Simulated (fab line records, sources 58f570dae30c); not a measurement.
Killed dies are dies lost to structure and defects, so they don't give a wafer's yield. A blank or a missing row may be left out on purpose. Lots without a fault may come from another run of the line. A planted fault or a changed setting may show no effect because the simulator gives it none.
A struck lot beside a sound one | flow berkeley_cmos170 | 43 steps out of a route of 331
Sound: wafers L144.1, L144.2, L144.6. Struck: wafer L132.4. (L132.1, L132.6 of the same lot were not struck and are left out.) The cause comes at the end.
At each step with rows: each side's tool, then ch and its chambers, then its first start. Under that, the readings that differ: sound wafers | struck wafers | difference of the means | sigmas: that difference in standard deviations of wafers without a fault.
alike: readings whose means differ by less than 2 such deviations, and words and numbers that are the same on both sides. not compared: withheld readings, readings that some wafer has no value for, bounds like >300 that may hide the same value, and numbers for which the record gives no deviation and whose values overlap.
The two part at a step that has a row with sigmas, a row that says differs or no value, or rows on one side only. Numbers that don't overlap but have no deviation are shown without sigmas and don't part them. A reading that every wafer of one side lacks parts them only if that side has two wafers or more.

first, 3 steps without rows for these wafers: UCB170_M1_EXPOSE_06 (exposes mask METAL1, target cd 700 nm); UCB170_M1_PEB_07; UCB170_M1_DEVELOP_08 (develop time 45 s).
UCB170_M1_CD_MEAS_09: target cd 700 nm.
  sound on cd_sem-02, day 11 06:02; struck on cd_sem-02, day 8 00:14
  alike: cd_nm
UCB170_M1_OVL_MEAS_10:
  sound on overlay-01, day 11 06:09; struck on overlay-02, day 8 00:21
  alike: M1_OVL
UCB170_M1_ETCH_11: etches BARC in N2/H2.
  sound on rie_diel-03 ch 0,3, day 11 06:11; struck on rie_diel-02 ch 3, day 8 00:23
  alike: drypump_motor_current_A, oes_product_au, throttle_valve_pct
then, 1 step without rows for these wafers: UCB170_M1_METAL_ETCH_12 (etches Al in Cl2/BCl3, stops on PSG, target depth 780 nm, time 130 s).
UCB170_M1_STRIP_13: strips in O2.
  sound on plasma_asher-01 ch 0,1, day 11 06:22; struck on plasma_asher-01 ch 1, day 8 00:34
  alike: drypump_motor_current_A, oes_product_au
  not compared: rf_hours_counter_h
UCB170_M1_CD_MEAS_90: target cd 700 nm.
  sound on cd_sem-02, day 11 06:28; struck on cd_sem-02, day 8 00:43
  alike: cd_nm
then, 2 steps without rows for these wafers: UCB170_M1_ANNEAL_14 (time 1200 s); UCB170_V1_CVD_00 (deposits SiO2 from TEOS/O2, target thk 2000 nm, time 250 s).
UCB170_V1_THK_MEAS_01:
  sound on film_metro-04, day 11 08:30; struck on film_metro-04, day 8 03:21
  alike: V1_TEOS_THK
UCB170_V1_CMP_02: polishes SiO2.
  sound on cmp-01 ch 2,3, day 11 08:52; struck on cmp-01 ch 0, day 8 03:40
  reading                             | sound            | struck | difference | sigmas
  motor_current_A (A)                 | 18.7 16.7 19.1   | 15.5   | -2.7       | -2
  model.SiO2_of_V1_CVD_00.thk_nm (nm) | 999.5 999.1 1001 | 1076   | +76        |
  alike: head_pressure_psi
UCB170_V1_BOW_MEAS_03:
  sound on film_metro-02, day 11 09:10; struck on film_metro-01, day 8 04:13
  not compared: hold, V1_BOW
UCB170_V1_THK_MEAS_04:
  sound on film_metro-02, day 11 09:17; struck on film_metro-01, day 8 07:07
  reading              | sound              | struck | difference | sigmas
  V1_POLISHED_THK (nm) | 999.4 998.8 1000.3 | 1077.1 | +77.6      | +65
  not compared: hold
then, 6 steps without rows for these wafers: UCB170_V1_HMDS_06 (prime time 60 s); UCB170_V1_COAT_07 (resist thk 900 nm); UCB170_V1_SOFTBAKE_08 (time 60 s); UCB170_V1_EXPOSE_09 (exposes mask VIA1, target cd 700 nm); UCB170_V1_PEB_10; UCB170_V1_DEVELOP_11 (develop time 47.2 s).
UCB170_V1_CD_MEAS_12: target cd 700 nm.
  sound on cd_sem-01, day 11 11:10; struck on cd_sem-02, day 8 13:29
  alike: cd_nm
UCB170_V1_OVL_MEAS_13:
  sound on overlay-01, day 11 11:17; struck on overlay-01, day 8 13:37
  alike: V1_OVL
UCB170_V1_ETCH_14: etches SiO2 in CHF3/CF4/Ar, stops on Al, target depth 1250 nm, time 291 s.
  sound on rie_diel-04 ch 0,1,3, day 11 11:20; struck on rie_diel-03 ch 0, day 8 13:38
  reading                        | sound            | struck | difference | sigmas
  model.etch.depth_nm (nm)       | 999.5 999.1 1001 | 1076   | +76        |
  model.V1.feature_depth_nm (nm) | 999.5 999.1 1001 | 1077   | +77        |
  alike: drypump_motor_current_A, oes_product_au, throttle_valve_pct
  not compared: rf_hours_counter_h
then, 1 step without rows for these wafers: UCB170_V1_STRIP_15 (strips in O2).
UCB170_V1_CD_MEAS_90: target cd 700 nm.
  sound on cd_sem-02, day 11 11:37; struck on cd_sem-02, day 8 14:17
  alike: cd_nm
then, 1 step without rows for these wafers: UCB170_M2_PRE_CLEAN_00 (preclean etch time 60 s).
UCB170_M2_SPUTTER_01: material Al, target thk 900 nm, time 120 s.
  sound on pvd_sputter-04, day 11 11:47; struck on pvd_sputter-04, day 8 14:30
  alike: throttle_valve_pct
UCB170_M2_RS_MEAS_02: measures by four-point-probe.
  sound on film_metro-03, day 11 11:53; struck on film_metro-03, day 8 14:37
  alike: M2_AL_RS
UCB170_M2_THK_MEAS_03: measures by xrf.
  sound on film_metro-03, day 11 12:00; struck on film_metro-03, day 8 14:44
  alike: M2_AL_THK
then, 3 steps without rows for these wafers: UCB170_M2_HMDS_04 (prime time 60 s); UCB170_M2_COAT_05 (resist thk 900 nm); UCB170_M2_SOFTBAKE_06 (time 60 s).
UCB170_M2_STRIP_07: strips in O2.
  sound on plasma_asher-02 ch 0,1, day 11 12:31; struck on plasma_asher-04 ch 1, day 8 15:14
  reading                     | sound       | struck | difference | sigmas
  drypump_motor_current_A (A) | 4.8 5.1 5.2 | 6.3    | +1.3       | +2
  alike: oes_product_au, strip_time_to_endpoint_s
  not compared: rf_hours_counter_h
then, 3 steps without rows for these wafers: UCB170_M2_STRIP_08 (strips KrF in DMSO, time 600 s); UCB170_M2_COAT_09; UCB170_M2_COAT_10 (resist thk 900 nm).
UCB170_M2_SOFTBAKE_11: time 61.11 s.
  sound on litho_track-03 ch 0; struck on litho_track-02 ch 0
  reading                     | sound                | struck | difference | sigmas
  plate_sensor_t_centre_C (C) | 131.42 131.42 131.43 | 131.4  | +0.0       | -2
  plate_sensor_t_edge_C (C)   | 131.52 131.53 131.51 | 131.55 | +0.03      | +3
then, 3 steps without rows for these wafers: UCB170_M2_EXPOSE_12 (exposes mask METAL2, target cd 700 nm); UCB170_M2_PEB_13; UCB170_M2_DEVELOP_14 (develop time 45 s).
UCB170_M2_METAL_ETCH_18: etches Al in Cl2/BCl3, stops on SiO2, target depth 1170 nm, time 195 s.
  sound on rie_metal-01 ch 0,1, day 11 15:58; struck on rie_metal-02 ch 1, day 8 17:14
  reading                             | sound             | struck | difference | sigmas
  model.SiO2_of_V1_CVD_00.thk_nm (nm) | 938.4 936.6 939.4 | 1015   | +77        |
  alike: drypump_motor_current_A, oes_product_au, throttle_valve_pct
  not compared: rf_hours_counter_h
UCB170_M3_PROBE_99:
  the record has rows for the struck wafers here (prober-02, day 8 22:49) and none for the sound ones

WHERE THEY PART
First at UCB170_V1_CMP_02; last, within this record, at UCB170_M3_PROBE_99.

WHY: what the simulator had put in
Process parameter drift: cmp-01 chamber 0, from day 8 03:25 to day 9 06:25, at UCB170_V1_CMP_02. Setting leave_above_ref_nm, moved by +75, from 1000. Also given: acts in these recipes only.
